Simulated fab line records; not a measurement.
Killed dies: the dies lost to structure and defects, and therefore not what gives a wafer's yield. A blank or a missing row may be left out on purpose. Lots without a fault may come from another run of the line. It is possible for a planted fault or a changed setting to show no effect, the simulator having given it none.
A lot that was struck, set against a sound lot / flow berkeley cmos170 / 27 out of 331 route steps
Sound: the wafers L482.4, L482.5, L482.6. Struck: wafers L491.3, L491.4, L491.5. Last of all comes the cause.
Each step with rows lists, per side, the tool, then ch with its chambers, then its first start. Under that, the readings that differ: sound wafers / struck wafers / difference of the means / sigmas: that difference in standard deviations of wafers without a fault.
alike: words and numbers the same on both sides, and readings whose means are apart by under 2 such deviations; not compared: readings that were withheld, readings missing a value for some wafer, numbers with overlapping values and no deviation given by the record, and bounds like >300 which may hide the same value.
Wherever a step has rows on one side only, a row that says differs or no value, or a row with sigmas, the two part there. Non-overlapping numbers with no deviation appear without sigmas and do not part them. A reading missing from all wafers of one side parts the sides only when that side holds two or more wafers.

UCB170_M2_SOFTBAKE_11: time 61.37 s.
  sound: litho track-01 ch 0; struck: litho track-03 ch 0
  alike: plate sensor t centre C, plate sensor t edge C
then, 3 steps without rows for these wafers: UCB170_M2_EXPOSE_12 (exposes mask METAL2, target cd 700 nm); UCB170_M2_PEB_13; UCB170_M2_DEVELOP_14 (develop time 45 s).
UCB170_M2_CD_MEAS_15: target cd 700 nm.
  sound on cd sem-01, day 8 23:16; struck on cd sem-02, day 12 05:09
  alike: cd nm
UCB170_M2_OVL_MEAS_16:
  sound on overlay-01, day 8 23:20; struck on overlay-01, day 12 05:14
  alike: M2_OVL
UCB170_M2_ETCH_17: etches BARC in N2/H2.
  sound on rie diel-02 ch 0,1,3, day 8 23:22; struck on rie diel-04 ch 0,2, day 12 05:16
  alike: drypump motor current A, oes product au, throttle valve pct
then, 1 step without rows for these wafers: UCB170_M2_METAL_ETCH_18 (etches Al in Cl2/BCl3, stops on SiO2, target depth 1170 nm, time 195 s).
UCB170_M2_STRIP_19: strips in O2.
  sound on plasma asher-04 ch 0,1, day 8 23:37; struck on plasma asher-02 ch 0,1, day 12 05:43
  alike: drypump motor current A, oes product au
  not compared: rf hours counter h
UCB170_M2_CD_MEAS_90: target cd 700 nm.
  sound on cd sem-01, day 8 23:45; struck on cd sem-02, day 12 05:50
  alike: cd nm
UCB170_V2_CVD_00: deposits SiO2 from TEOS/O2, target thk 2000 nm, time 250 s.
  sound on pecvd-02 ch 0,1,2, day 8 23:53; struck on pecvd-04 ch 0,1,2, day 12 05:55
  alike: heater power w
UCB170_V2_THK_MEAS_01:
  sound on film metro-03, day 8 23:59; struck on film metro-02, day 12 06:05
  alike: V2_TEOS_THK
UCB170_V2_CMP_02: polishes SiO2.
  sound on cmp-02 ch 0,2,3, day 9 00:10; struck on cmp-02 ch 0,3, day 12 06:07
reading=model.SiO2_of_V2_CVD_00.thk nm (nm); sound=999.1 1002 999.9; struck=1330 1338 1335; difference=+334; sigmas=
  alike: head pressure psi, motor current A, retaining ring pressure frac
UCB170_V2_BOW_MEAS_03:
  sound on film metro-03, day 9 00:23; struck on film metro-03, day 12 06:28
  alike: V2_BOW
UCB170_V2_THK_MEAS_04:
  sound on film metro-03, day 9 00:28; struck on film metro-03, day 12 06:34
reading=V2_POLISHED_THK (nm); sound=1000.1 1001.4 1000.1; struck=1330.5 1338.0 1334.4; difference=+333.8; sigmas=+99 or more
then, 7 steps without rows for these wafers: UCB170_V2_CLEAN_05 (cleans in DIW); UCB170_V2_HMDS_06 (prime time 60 s); UCB170_V2_COAT_07 (resist thk 900 nm); UCB170_V2_SOFTBAKE_08 (time 60 s); UCB170_V2_EXPOSE_09 (exposes mask VIA2, target cd 700 nm); UCB170_V2_PEB_10; UCB170_V2_DEVELOP_11 (develop time 45 s).
UCB170_V2_CD_MEAS_12: target cd 700 nm.
  sound on cd sem-02, day 9 01:38; struck on cd sem-02, day 12 07:50
  alike: cd nm
UCB170_V2_OVL_MEAS_13:
  sound on overlay-01, day 9 01:43; struck on overlay-01, day 12 07:56
  alike: V2_OVL
UCB170_V2_ETCH_14: etches SiO2 in CHF3/CF4/Ar, stops on Al, target depth 1250 nm, time 291 s.
  sound on rie diel-03 ch 0,1, day 9 01:44; struck on rie diel-04 ch 1,3, day 12 07:57
reading=oes product au (a.u.); sound=0.865 0.859 0.860; struck=0.971 1.015 1.010; difference=+0.137; sigmas=+14
reading=model.etch.depth nm (nm); sound=999.1 1002 999.9; struck=1225 1278 1270; difference=+257; sigmas=
reading=model.V2.feature depth nm (nm); sound=999.1 1002 1000; struck=1225 1278 1270; difference=+257; sigmas=
  alike: drypump motor current A, throttle valve pct
  not compared: rf hours counter h
UCB170_V2_STRIP_15: strips in O2.
  sound on plasma asher-04 ch 0,1, day 9 01:57; struck on plasma asher-02 ch 0,1, day 12 08:10
reading=drypump motor current A (A); sound=6.5 6.6 5.8; struck=4.8 5.4 4.8; difference=-1.3; sigmas=-2
  alike: oes product au, strip time to endpoint s
  not compared: rf hours counter h
UCB170_M3_PROBE_99:
  rows exist in the record for the struck wafers here (prober-01, day 12 14:34), but not for the sound ones

## WHERE THEY PART
At UCB170_V2_THK_MEAS_04 first; at UCB170_M3_PROBE_99 last (within this record only).

WHY: what the simulator had put in
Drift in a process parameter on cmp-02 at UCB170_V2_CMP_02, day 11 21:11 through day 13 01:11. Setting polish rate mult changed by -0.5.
